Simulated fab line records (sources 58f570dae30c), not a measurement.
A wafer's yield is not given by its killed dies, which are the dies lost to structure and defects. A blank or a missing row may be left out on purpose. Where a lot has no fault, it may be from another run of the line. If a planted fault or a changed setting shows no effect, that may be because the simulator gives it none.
Which tool was responsible? -- flow berkeleyCmos170 -- 7 lots, 21 wafers sampled, at 3 steps of a route of 331

WHAT EACH GAUGE READ, for each wafer
UCB170_SDANNEAL_RS_MEAS_05: uses a four-point probe to measure.
lot,measured,on,NLDD_RS (ohm/sq)
L151,day 8 09:54,filmMetro-03,615.7 615.4 614.9
L153,day 8 18:04,filmMetro-03,614.6 616.5 615.4
L157,day 9 10:07,filmMetro-02,614.9 616.4 616.0
L158,day 10 04:48,filmMetro-03,618.6 614.3 615.7
L160,day 10 04:46,filmMetro-02,616.8 615.9 616.1
L164,day 11 07:14,filmMetro-04,644.5 644.7 643.1
L171,day 13 11:06,filmMetro-02,617.2 615.0 617.9

WHAT TOOL EACH LOT RAN ON (gives the tool, then ch and the chambers of the sampled wafers, and finally the start)
lot,UCB170_NLDD_IMPLANT_08,UCB170_SDANNEAL_RTA_00
L151,"implanter-04 ch 0, day 7 20:45","rtpAnneal-02 ch 0, day 8 09:24"
L153,"implanter-01 ch 0, day 8 04:56","rtpAnneal-01 ch 0, day 8 17:35"
L157,"implanter-01 ch 0, day 8 20:32","rtpAnneal-02 ch 0, day 9 09:37"
L158,"implanter-04 ch 0, day 9 17:41","rtpAnneal-02 ch 0, day 10 04:19"
L160,"implanter-01 ch 0, day 9 17:23","rtpAnneal-01 ch 0, day 10 04:15"
L164,"implanter-01 ch 0, day 10 16:20","rtpAnneal-01 ch 0, day 11 06:45"
L171,"implanter-04 ch 0, day 12 19:18","rtpAnneal-02 ch 0, day 13 10:16"
- UCB170_NLDD_IMPLANT_08
- UCB170_SDANNEAL_RTA_00: time 10 s.

THE ANSWER, worked out from the rows above alone
Rule: the usual values come from the lots themselves. Put in order of their means at a reading, lots are off if they are a third of the lots or fewer, leave a main group of 4 or more, and stand apart from it by a gap of 3 or more times the standard deviation of the main group's means; of several such gaps the widest counts. The tables above print the reading to a certain number of digits; a main group whose means all agree to those digits is not used. A lot without any number at a reading at which 4 lots or more have one is off too. All remaining lots with rows at the step are treated as sound.
Off: L164, at UCB170_SDANNEAL_RS_MEAS_05 (NLDD_RS). For the main group the mean is 616.0 ohm/sq and the standard deviation 0.47.
If a tool, at a process step before that reading, ran all the lots that are off and no sound lot after the first of them, it fits. Those tools and the gauges at UCB170_SDANNEAL_RS_MEAS_05 are tried in the same way. Can't be told from this: 3 tools fit, implanter-01 at UCB170_NLDD_IMPLANT_08, rtpAnneal-01 at UCB170_SDANNEAL_RTA_00, filmMetro-04 at UCB170_SDANNEAL_RS_MEAS_05.

WHAT THE SIMULATOR PUT IN
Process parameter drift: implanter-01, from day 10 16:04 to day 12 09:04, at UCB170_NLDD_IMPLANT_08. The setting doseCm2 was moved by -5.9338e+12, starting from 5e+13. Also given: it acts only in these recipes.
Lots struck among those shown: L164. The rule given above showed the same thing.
